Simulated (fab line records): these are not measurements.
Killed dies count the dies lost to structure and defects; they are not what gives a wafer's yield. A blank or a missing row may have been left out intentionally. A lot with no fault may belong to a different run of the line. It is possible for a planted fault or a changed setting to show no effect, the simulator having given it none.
Split-lot study ; flow rit-cmos ; 5 lots, 23 wafers read, on a route of 202 steps

## ON THE SPLIT
At RIT_PLDD_IMPLANT_08, the setting dose-cm2 was moved away from the recipe's 9e+14 on 11 of the 23 wafers read, by -5.5% to +6.6%. The other wafers ran this setting at the recipe's value.

## FROM THE SPLIT TO THE READING: what the file shows between them, 4 steps
- RIT_PLDD_STRIP_09: strips in O2, time 180 s
- RIT_PLDD_TW_MEAS_10
- RIT_PSD_DEVELOP_05: develop time 50 s (also split here: dev-temp-c)
- RIT_PSD_HARDBAKE_07: time 60 s

## THE READING
PLDD_RS in ohm/sq, measured at RIT_SDANNEAL_RS_MEAS_06 by four-point-probe. On this fab line, fault-free wafers typically give 178.6 ohm/sq with a standard deviation of 0.42 ohm/sq.

wafer;tool, chamber at the split;dose-cm2 as run;against the recipe;PLDD_RS, ohm/sq;against lot-mates on the recipe
L074.1;implanter-01, 0;9.591e+14;+6.6%;173.0;-5.5
L074.2;implanter-01, 0;9.591e+14;+6.6%;173.1;-5.4
L074.3;implanter-01, 0;9e+14;recipe;178.3;-
L074.5;implanter-01, 0;9e+14;recipe;178.7;-
L074.6;implanter-01, 0;9.591e+14;+6.6%;173.2;-5.3
L076.1;implanter-03, 0;9e+14;recipe;178.7;-
L076.2;implanter-03, 0;9e+14;recipe;178.1;-
L076.6;implanter-03, 0;9e+14;recipe;178.4;-
L079.1;implanter-01, 0;9e+14;recipe;178.7;-
L079.2;implanter-01, 0;9e+14;recipe;179.0;-
L079.3;implanter-01, 0;9.395e+14;+4.4%;174.9;-3.8
L079.4;implanter-01, 0;9e+14;recipe;178.5;-
L079.6;implanter-01, 0;9.395e+14;+4.4%;175.0;-3.7
L080.2;implanter-01, 0;8.501e+14;-5.5%;183.4;+5.5
L080.3;implanter-01, 0;9e+14;recipe;178.1;-
L080.4;implanter-01, 0;8.501e+14;-5.5%;183.0;+5.1
L080.5;implanter-01, 0;8.501e+14;-5.5%;183.3;+5.4
L080.6;implanter-01, 0;9e+14;recipe;177.8;-
L083.1;implanter-01, 0;9.172e+14;+1.9%;176.7;-1.9
L083.2;implanter-01, 0;9.172e+14;+1.9%;177.4;-1.2
L083.3;implanter-01, 0;9e+14;recipe;178.4;-
L083.4;implanter-01, 0;9.172e+14;+1.9%;176.7;-1.9
L083.6;implanter-01, 0;9e+14;recipe;178.8;-

THE FIT
A straight line over all 23 wafers: PLDD_RS changes by -0.832 ohm/sq for each +1% of dose-cm2; r = -0.99; the points scatter about the line by 0.3 ohm/sq.
The same after taking each lot's own level away (the mean of its wafers on the recipe; 23 wafers): -0.882 ohm/sq for each +1%; r = -1.00; scatter 0.28 ohm/sq.
That fit puts the effect of the largest move of dose-cm2 on the reading at 5.8 ohm/sq.
From 177.95 to 178.73 ohm/sq: that is the span of the lots' own levels, equal to 1.9 times the standard deviation above.
Consequently the slope shifts little with the lot-to-lot level, the two slopes agreeing.
Check: -5.71 ohm/sq against its lot-mates is what the line predicts for one of the wafers moved furthest among these (+6.6%) when that wafer is left out of the fit. Against them it came out at -5.5 ohm/sq.

## THE OTHER SPLITS THESE WAFERS WENT THROUGH
Other splits were also applied to these wafers ahead of the reading. Each is held against what the fit with the lots' levels taken away leaves over:
other split on the same wafers;wafers away from the commonest value;r with PLDD_RS (lot level and that fit taken away)
RIT_NLDD_IMPLANT_08 dose-cm2;7;-0.34
RIT_PSD_DEVELOP_05 dev-temp-c;9;-0.10

## THE WHOLE CHAIN: every reading that the file lists as answering this split, in the file's order
step;what it does;reading;change (the file's fit);r (the file's)
RIT_PLDD_TW_MEAS_10;;PLDD_TW;+5.62 for each +1% of the setting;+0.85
RIT_SDANNEAL_RS_MEAS_06;measures by four-point-probe;PLDD_RS;-0.875 for each +1% of the setting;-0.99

## THE FILE'S OWN FIT
PLDD_RS changes by -0.875 ohm/sq for each +1% of dose-cm2, r = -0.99.
